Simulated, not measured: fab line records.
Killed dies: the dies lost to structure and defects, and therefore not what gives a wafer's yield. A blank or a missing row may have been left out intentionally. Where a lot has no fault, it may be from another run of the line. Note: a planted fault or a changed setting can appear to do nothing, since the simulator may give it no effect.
Split-lot trial / flow berkeleyCmos170 / 5 lots, 23 wafers read, on a route of 331 steps

ON THE SPLIT
At UCB170_ACTIVE_COAT_08 (resist thk 900 nm), the setting spinRpm was moved away from the recipe's 1500 rpm on 10 of the 23 wafers read, by -4.7% to +7.2%. The other wafers ran this setting at the recipe's value.

FROM THE SPLIT TO THE READING: what the file shows between them, 2 steps
- UCB170_ACTIVE_SOFTBAKE_09: time 60 s
- UCB170_ACTIVE_EXPOSE_10: exposes mask ACTIVE, target cd 1200 nm

THE READING
KrF_of_ACTIVE_COAT_08.thkNm (the simulator's own value, which no gauge read), in nm, at UCB170_ACTIVE_ETCH_15 (etches Si3N4 in CH3F/Ar/O2, stops on SiO2, target depth 242 nm, time 151 s). The file does not state a usual value for it. Across the 13 wafers here that went through the recipe, the average is 727.1 nm and the standard deviation 4.7 nm.

wafer=L074.2; tool, chamber at the split=lithoTrack-03, 0; spinRpm as run, rpm=1500; against the recipe=recipe; KrF_of_ACTIVE_COAT_08.thkNm, nm=735.9; against lot-mates on the recipe=-
wafer=L074.3; tool, chamber at the split=lithoTrack-03, 0; spinRpm as run, rpm=1500; against the recipe=recipe; KrF_of_ACTIVE_COAT_08.thkNm, nm=720.6; against lot-mates on the recipe=-
wafer=L074.4; tool, chamber at the split=lithoTrack-03, 0; spinRpm as run, rpm=1608; against the recipe=+7.2%; KrF_of_ACTIVE_COAT_08.thkNm, nm=699.7; against lot-mates on the recipe=-29.2
wafer=L074.5; tool, chamber at the split=lithoTrack-03, 0; spinRpm as run, rpm=1500; against the recipe=recipe; KrF_of_ACTIVE_COAT_08.thkNm, nm=730.1; against lot-mates on the recipe=-
wafer=L074.6; tool, chamber at the split=lithoTrack-03, 0; spinRpm as run, rpm=1608; against the recipe=+7.2%; KrF_of_ACTIVE_COAT_08.thkNm, nm=691.6; against lot-mates on the recipe=-37.3
wafer=L075.1; tool, chamber at the split=lithoTrack-01, 0; spinRpm as run, rpm=1500; against the recipe=recipe; KrF_of_ACTIVE_COAT_08.thkNm, nm=731.8; against lot-mates on the recipe=-
wafer=L075.2; tool, chamber at the split=lithoTrack-01, 0; spinRpm as run, rpm=1440; against the recipe=-4.0%; KrF_of_ACTIVE_COAT_08.thkNm, nm=735.8; against lot-mates on the recipe=+7.6
wafer=L075.3; tool, chamber at the split=lithoTrack-01, 0; spinRpm as run, rpm=1440; against the recipe=-4.0%; KrF_of_ACTIVE_COAT_08.thkNm, nm=742.3; against lot-mates on the recipe=+14.1
wafer=L075.4; tool, chamber at the split=lithoTrack-01, 0; spinRpm as run, rpm=1440; against the recipe=-4.0%; KrF_of_ACTIVE_COAT_08.thkNm, nm=735.9; against lot-mates on the recipe=+7.7
wafer=L075.5; tool, chamber at the split=lithoTrack-01, 0; spinRpm as run, rpm=1500; against the recipe=recipe; KrF_of_ACTIVE_COAT_08.thkNm, nm=724.6; against lot-mates on the recipe=-
wafer=L077.2; tool, chamber at the split=lithoTrack-01, 0; spinRpm as run, rpm=1500; against the recipe=recipe; KrF_of_ACTIVE_COAT_08.thkNm, nm=734.7; against lot-mates on the recipe=-
wafer=L077.3; tool, chamber at the split=lithoTrack-01, 0; spinRpm as run, rpm=1597; against the recipe=+6.5%; KrF_of_ACTIVE_COAT_08.thkNm, nm=695.7; against lot-mates on the recipe=-31.7
wafer=L077.4; tool, chamber at the split=lithoTrack-01, 0; spinRpm as run, rpm=1500; against the recipe=recipe; KrF_of_ACTIVE_COAT_08.thkNm, nm=725.4; against lot-mates on the recipe=-
wafer=L077.5; tool, chamber at the split=lithoTrack-01, 0; spinRpm as run, rpm=1597; against the recipe=+6.5%; KrF_of_ACTIVE_COAT_08.thkNm, nm=696.6; against lot-mates on the recipe=-30.8
wafer=L077.6; tool, chamber at the split=lithoTrack-01, 0; spinRpm as run, rpm=1500; against the recipe=recipe; KrF_of_ACTIVE_COAT_08.thkNm, nm=722.1; against lot-mates on the recipe=-
wafer=L081.1; tool, chamber at the split=lithoTrack-01, 0; spinRpm as run, rpm=1429; against the recipe=-4.7%; KrF_of_ACTIVE_COAT_08.thkNm, nm=755.8; against lot-mates on the recipe=+29.6
wafer=L081.2; tool, chamber at the split=lithoTrack-01, 0; spinRpm as run, rpm=1500; against the recipe=recipe; KrF_of_ACTIVE_COAT_08.thkNm, nm=727.9; against lot-mates on the recipe=-
wafer=L081.3; tool, chamber at the split=lithoTrack-01, 0; spinRpm as run, rpm=1500; against the recipe=recipe; KrF_of_ACTIVE_COAT_08.thkNm, nm=724.5; against lot-mates on the recipe=-
wafer=L081.5; tool, chamber at the split=lithoTrack-01, 0; spinRpm as run, rpm=1429; against the recipe=-4.7%; KrF_of_ACTIVE_COAT_08.thkNm, nm=750.4; against lot-mates on the recipe=+24.2
wafer=L081.6; tool, chamber at the split=lithoTrack-01, 0; spinRpm as run, rpm=1429; against the recipe=-4.7%; KrF_of_ACTIVE_COAT_08.thkNm, nm=756.9; against lot-mates on the recipe=+30.7
wafer=L082.1; tool, chamber at the split=lithoTrack-01, 0; spinRpm as run, rpm=1500; against the recipe=recipe; KrF_of_ACTIVE_COAT_08.thkNm, nm=725.5; against lot-mates on the recipe=-
wafer=L082.2; tool, chamber at the split=lithoTrack-01, 0; spinRpm as run, rpm=1500; against the recipe=recipe; KrF_of_ACTIVE_COAT_08.thkNm, nm=720.8; against lot-mates on the recipe=-
wafer=L082.5; tool, chamber at the split=lithoTrack-01, 0; spinRpm as run, rpm=1500; against the recipe=recipe; KrF_of_ACTIVE_COAT_08.thkNm, nm=727.8; against lot-mates on the recipe=-

FIT RESULTS
A straight line over all 23 wafers: KrF_of_ACTIVE_COAT_08.thkNm changes by -4.53 nm for each +1% of spinRpm; r = -0.95; the points scatter about the line by 5.5 nm.
The same after taking each lot's own level away (the mean of its wafers on the recipe; 23 wafers): -4.63 nm for each +1%; r = -0.95; scatter 5.7 nm.
Per that fit: largest spinRpm move, reading shift of 33 nm.
The lots' own levels span 724.70 to 728.87 nm, that is 0.9 times the standard deviation above.
The two slopes agree, so the slope changes little with the lot-to-lot level.
Check: for one of the wafers moved furthest among these (+7.2%), held out of the fit, the line's prediction against its lot-mates is -35 nm. It came out at -29.2 nm against them.

OTHER SPLITS ON THESE WAFERS
Other splits were also applied to these wafers ahead of the reading. Each is held against what the fit with the lots' levels taken away leaves over:
other split on the same wafers=UCB170_ZERO_ETCH_06 overEtchFrac; wafers away from the commonest value=8; r with KrF_of_ACTIVE_COAT_08.thkNm (lot level and that fit taken away)=-0.26
other split on the same wafers=UCB170_NWELL_IMPLANT_14 doseCm2; wafers away from the commonest value=7; r with KrF_of_ACTIVE_COAT_08.thkNm (lot level and that fit taken away)=+0.20
other split on the same wafers=UCB170_PWELL_COAT_08 resistThkNm; wafers away from the commonest value=7; r with KrF_of_ACTIVE_COAT_08.thkNm (lot level and that fit taken away)=-0.24
other split on the same wafers=UCB170_PWELL_IMPLANT_15 energyKev; wafers away from the commonest value=10; r with KrF_of_ACTIVE_COAT_08.thkNm (lot level and that fit taken away)=+0.12
other split on the same wafers=UCB170_WELLDRIVE_OXIDATION_01 tempC; wafers away from the commonest value=18; r with KrF_of_ACTIVE_COAT_08.thkNm (lot level and that fit taken away)=-0.43

THE WHOLE CHAIN: every reading that the file lists as answering this split, in the file's order
step=UCB170_ACTIVE_COAT_08; what it does=resist thk 900 nm; reading=KrF_of_ACTIVE_COAT_08.thkNm (the simulator's own value, which no gauge read); change (the file's fit)=-4.29 nm for each +1% of the setting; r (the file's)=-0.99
step=UCB170_ACTIVE_ETCH_15; what it does=etches Si3N4 in CH3F/Ar/O2, stops on SiO2, target depth 242 nm, time 151 s; reading=KrF_of_ACTIVE_COAT_08.thkNm (the simulator's own value, which no gauge read); change (the file's fit)=-4.65 nm for each +1% of the setting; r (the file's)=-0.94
step=UCB170_ACTIVE_STRIP_16; what it does=strips in O2; reading=stripTimeToEndpointS; change (the file's fit)=withheld for each +1% of the setting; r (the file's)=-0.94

FILE'S OWN FIT
KrF_of_ACTIVE_COAT_08.thkNm changes by -4.65 nm for each +1% of spinRpm, r = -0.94.
